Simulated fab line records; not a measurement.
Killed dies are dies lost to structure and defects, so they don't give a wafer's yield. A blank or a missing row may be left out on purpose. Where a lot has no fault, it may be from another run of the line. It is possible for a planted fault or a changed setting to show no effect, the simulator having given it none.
A sampling plan put to the test ; flow rit-cmos ; 26 faults told of in these records, all on one fab line, each judged by the records of the lots it struck
The plan consists of the line's own looks: route steps at which the wafer is read by a gauge or an inspection but not changed. A look can be judged if struck wafers have a number there and the file gives its usual mean and standard deviation on fault-free wafers. Caught: the struck wafers' mean, at a look after the fault's first step, is 4 or more of those standard deviations (sigma) away from the usual mean. On the tool: the fault's steps, tested the same way using the tool's own readings. A different recipe on the struck wafers counts as caught too, as does a record blank only for those wafers.

## THE FAULTS, as the simulator had put them in
1. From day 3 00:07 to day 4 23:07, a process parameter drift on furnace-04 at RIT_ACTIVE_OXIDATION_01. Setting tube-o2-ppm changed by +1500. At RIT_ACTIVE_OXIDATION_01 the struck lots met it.
2. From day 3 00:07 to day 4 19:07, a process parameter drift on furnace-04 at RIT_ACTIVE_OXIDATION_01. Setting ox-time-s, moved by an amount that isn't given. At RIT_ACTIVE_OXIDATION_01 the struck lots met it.
3. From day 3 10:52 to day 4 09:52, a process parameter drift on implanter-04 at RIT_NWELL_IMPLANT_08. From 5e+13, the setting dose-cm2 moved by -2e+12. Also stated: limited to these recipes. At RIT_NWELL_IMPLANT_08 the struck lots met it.
4. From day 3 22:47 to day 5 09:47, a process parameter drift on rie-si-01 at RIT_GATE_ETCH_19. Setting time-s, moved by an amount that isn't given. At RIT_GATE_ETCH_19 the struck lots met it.
5. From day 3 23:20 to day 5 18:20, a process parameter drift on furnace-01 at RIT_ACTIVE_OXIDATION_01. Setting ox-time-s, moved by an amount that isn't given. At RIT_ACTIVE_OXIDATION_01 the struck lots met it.
6. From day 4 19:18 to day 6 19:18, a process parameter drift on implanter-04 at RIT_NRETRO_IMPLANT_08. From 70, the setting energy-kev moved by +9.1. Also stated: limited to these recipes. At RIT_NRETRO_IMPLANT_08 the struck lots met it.
7. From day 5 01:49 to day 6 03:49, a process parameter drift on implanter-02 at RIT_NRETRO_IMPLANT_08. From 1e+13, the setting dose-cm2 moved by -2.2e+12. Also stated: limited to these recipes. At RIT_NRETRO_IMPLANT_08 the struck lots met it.
8. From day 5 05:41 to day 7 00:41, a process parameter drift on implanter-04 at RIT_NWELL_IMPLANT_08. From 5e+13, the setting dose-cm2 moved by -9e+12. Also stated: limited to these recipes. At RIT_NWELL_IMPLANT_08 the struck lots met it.
9. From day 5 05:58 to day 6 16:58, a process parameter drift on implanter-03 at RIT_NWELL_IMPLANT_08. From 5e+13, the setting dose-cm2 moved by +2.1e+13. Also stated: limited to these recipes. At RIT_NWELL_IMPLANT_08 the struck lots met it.
10. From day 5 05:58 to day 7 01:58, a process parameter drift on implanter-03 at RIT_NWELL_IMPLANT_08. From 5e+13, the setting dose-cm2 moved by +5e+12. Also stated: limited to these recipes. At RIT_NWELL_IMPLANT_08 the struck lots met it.
11. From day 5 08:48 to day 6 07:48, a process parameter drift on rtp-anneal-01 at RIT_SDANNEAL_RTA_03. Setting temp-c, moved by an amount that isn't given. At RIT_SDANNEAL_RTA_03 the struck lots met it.
12. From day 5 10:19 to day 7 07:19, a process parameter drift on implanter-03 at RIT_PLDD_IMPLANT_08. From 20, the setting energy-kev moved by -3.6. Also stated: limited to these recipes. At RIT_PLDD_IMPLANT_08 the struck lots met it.
13. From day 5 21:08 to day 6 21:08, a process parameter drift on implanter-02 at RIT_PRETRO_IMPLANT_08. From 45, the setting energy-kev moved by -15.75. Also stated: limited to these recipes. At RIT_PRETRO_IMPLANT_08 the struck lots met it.
14. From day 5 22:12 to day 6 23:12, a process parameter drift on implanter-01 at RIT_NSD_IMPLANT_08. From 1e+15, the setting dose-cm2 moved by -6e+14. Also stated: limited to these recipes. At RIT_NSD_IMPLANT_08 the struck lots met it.
15. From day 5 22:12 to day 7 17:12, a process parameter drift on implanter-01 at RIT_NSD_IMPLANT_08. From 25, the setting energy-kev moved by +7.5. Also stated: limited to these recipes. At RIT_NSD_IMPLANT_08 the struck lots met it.
16. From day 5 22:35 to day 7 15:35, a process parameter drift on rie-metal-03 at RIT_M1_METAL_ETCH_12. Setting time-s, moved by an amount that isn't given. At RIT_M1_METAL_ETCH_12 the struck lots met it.
17. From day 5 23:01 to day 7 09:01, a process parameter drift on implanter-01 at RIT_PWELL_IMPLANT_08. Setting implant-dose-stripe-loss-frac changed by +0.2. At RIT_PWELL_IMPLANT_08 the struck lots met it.
18. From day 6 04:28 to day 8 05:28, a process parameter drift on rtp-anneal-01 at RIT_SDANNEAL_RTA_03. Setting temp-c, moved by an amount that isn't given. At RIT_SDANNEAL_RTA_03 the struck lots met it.
19. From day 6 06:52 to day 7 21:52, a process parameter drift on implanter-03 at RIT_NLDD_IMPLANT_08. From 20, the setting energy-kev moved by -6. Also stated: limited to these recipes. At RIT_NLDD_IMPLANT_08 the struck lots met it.
20. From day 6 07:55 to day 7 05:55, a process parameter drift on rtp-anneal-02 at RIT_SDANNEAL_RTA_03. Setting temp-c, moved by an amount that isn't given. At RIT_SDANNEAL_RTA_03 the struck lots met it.
21. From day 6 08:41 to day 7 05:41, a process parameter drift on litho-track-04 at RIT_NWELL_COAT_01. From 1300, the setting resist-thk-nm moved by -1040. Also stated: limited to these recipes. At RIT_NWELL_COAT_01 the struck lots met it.
22. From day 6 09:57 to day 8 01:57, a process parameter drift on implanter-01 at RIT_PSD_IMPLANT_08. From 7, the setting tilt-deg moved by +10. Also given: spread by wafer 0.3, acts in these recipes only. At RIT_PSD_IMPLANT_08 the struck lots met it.
23. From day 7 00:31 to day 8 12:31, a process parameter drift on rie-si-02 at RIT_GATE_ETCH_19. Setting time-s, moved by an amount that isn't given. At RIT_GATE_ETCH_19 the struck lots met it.
24. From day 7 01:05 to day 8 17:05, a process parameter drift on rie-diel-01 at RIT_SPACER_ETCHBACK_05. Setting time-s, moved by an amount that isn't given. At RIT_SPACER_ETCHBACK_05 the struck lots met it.
25. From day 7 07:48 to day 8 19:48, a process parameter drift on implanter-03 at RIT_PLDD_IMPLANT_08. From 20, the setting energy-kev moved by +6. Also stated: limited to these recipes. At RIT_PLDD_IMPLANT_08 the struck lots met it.
26. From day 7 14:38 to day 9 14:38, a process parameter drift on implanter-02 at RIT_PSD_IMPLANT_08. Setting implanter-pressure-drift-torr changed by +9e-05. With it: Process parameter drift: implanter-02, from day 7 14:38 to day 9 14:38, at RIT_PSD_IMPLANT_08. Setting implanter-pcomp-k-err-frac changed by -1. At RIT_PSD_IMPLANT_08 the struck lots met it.

## WHAT THE PLAN SAW
fault;on the tool itself;first look that catches it;reading, sigma;median hours from its first step to that look;hours from the fault's start to the first struck lot there;judged looks passed uncaught
1;no reading that can be judged;RIT_ACTIVE_THK_MEAS_02;ACTIVE_OXIDE_THK +8.1;1.9;5;0
2;no reading that can be judged;RIT_ACTIVE_THK_MEAS_02;ACTIVE_OXIDE_THK +30;1.9;5;0
3;dose-ions-cm2 -36 sigma;RIT_WELLDRIVE_RS_MEAS_01;NWELL_RS +8.9;7.8;14;0
4;run-length-s +99 or beyond sigma;no look after it can be judged;-;-;-;0
5;under 2 sigma;none of the 3 looks that can be judged after it;strongest: ACTIVE_OXIDE_THK at RIT_ACTIVE_THK_MEAS_02, +3.9;-;-;3
6;beam-energy-keV +99 or beyond sigma;not the one look that can be judged after it;strongest: NRETRO_TW at RIT_NRETRO_TW_MEAS_10, +2.6;-;-;1
7;dose-ions-cm2 -99 or beyond sigma;RIT_NRETRO_TW_MEAS_10;NRETRO_TW -8.5;0.3;8;0
8;dose-ions-cm2 -99 or beyond sigma;RIT_NWELL_TW_MEAS_10;NWELL_TW -6.5;0.3;3;0
9;dose-ions-cm2 +99 or beyond sigma;RIT_NWELL_TW_MEAS_10;NWELL_TW +11;0.3;15;0
10;dose-ions-cm2 +89 sigma;RIT_WELLDRIVE_RS_MEAS_01;NWELL_RS -18;8.2;22;0
11;wafer_temp_C_max -6.2 sigma;RIT_SDANNEAL_RS_MEAS_04;PSD_RS +17;0.1;3;0
12;beam-energy-keV -99 or beyond sigma;RIT_PLDD_TW_MEAS_10;PLDD_TW -7.4;0.3;4;0
13;beam-energy-keV -99 or beyond sigma;RIT_PRETRO_TW_MEAS_10;PRETRO_TW -12;0.3;10;0
14;dose-ions-cm2 -99 or beyond sigma;RIT_NSD_TW_MEAS_10;NSD_TW -26;0.3;10;0
15;beam-energy-keV +99 or beyond sigma;RIT_NSD_TW_MEAS_10;NSD_TW +9.1;0.3;10;0
16;run-length-s -99 or beyond sigma;no look after it can be judged;-;-;-;0
17;under 2 sigma;RIT_WELLDRIVE_RS_MEAS_02;PWELL_RS +4.7;6.3;9;0
18;wafer_temp_C_max -15 sigma;RIT_SDANNEAL_RS_MEAS_04;PSD_RS +45;0.1;6;0
19;beam-energy-keV -99 or beyond sigma;RIT_NLDD_TW_MEAS_10;NLDD_TW -11;0.3;1;0
20;wafer_temp_C_max -50 sigma;RIT_SDANNEAL_RS_MEAS_04;PSD_RS +99 or beyond;0.1;9;0
21;under 2 sigma;RIT_PWELL_TW_MEAS_10;PWELL_TW +99 or beyond;2.9;8;0
22;no reading that can be judged;not the one look that can be judged after it;-;-;-;1
23;run-length-s -91 sigma;no look after it can be judged;-;-;-;0
24;run-length-s -99 or beyond sigma;no look after it can be judged;-;-;-;0
25;beam-energy-keV +99 or beyond sigma;RIT_PLDD_TW_MEAS_10;PLDD_TW +8.6;0.3;4;0
26;end-station-pressure-torr +64 sigma;RIT_SDANNEAL_RS_MEAS_04;PSD_RS -11;0.8;4;1
A dash: this means the fault isn't caught or the number doesn't appear in these records.

Caught at a look: 19 of 26. Caught on the tool: 20 of 26. By one or the other: 24 of 26.
Caught on the tool alone: faults 4, 6, 16, 23, 24.
Caught at a look alone: faults 1, 2, 17, 21.
Caught by neither: faults 5, 22.

## THINNER SAMPLING
If the look that catches a fault measured only every second or every third lot, by lot number, the first struck lot would be measured this late in the worst case:
fault;struck lots at that look, in order of time;every lot;every second lot;every third lot
1;L730, L732;5 h;may miss all 2;may miss all 2
2;L748, L750;5 h;may miss all 2;may miss all 2
3;L492, L494, L495;14 h;25 h;may miss all 3
7;L219, L221;8 h;may miss all 2;may miss all 2
8;L537, L538;3 h;12 h;may miss all 2
9;L600, L603;15 h;33 h;may miss all 2
10;L602, L605;22 h;42 h;may miss all 2
11;L355, L357;3 h;may miss all 2;may miss all 2
12;L294, L300;4 h;may miss all 2;may miss all 2
13;L279, L280;10 h;14 h;may miss all 2
14;L930, L931;10 h;17 h;may miss all 2
15;L920, L921;10 h;17 h;may miss all 2
17;L401, L402;9 h;15 h;may miss all 2
18;L246, L248;6 h;may miss all 2;may miss all 2
19;L824, L826;1 h;may miss all 2;may miss all 2
20;L547, L549;9 h;may miss all 2;may miss all 2
21;L399, L400;8 h;14 h;may miss all 2
25;L523, L524;4 h;14 h;may miss all 2
26;L220, L221;4 h;14 h;may miss all 2
Hours: fault start to first struck lot measured. The limit of 4 sigma was tested on all struck wafers together, so one lot alone may lie under it. Other struck lots may not be in these records.

## THE LONGEST TIMED WAY FROM STEP TO LOOK
For fault 10, RIT_NWELL_IMPLANT_08 and RIT_WELLDRIVE_RS_MEAS_01 are separated by a median of 8.2 hours. No look between them can be judged.
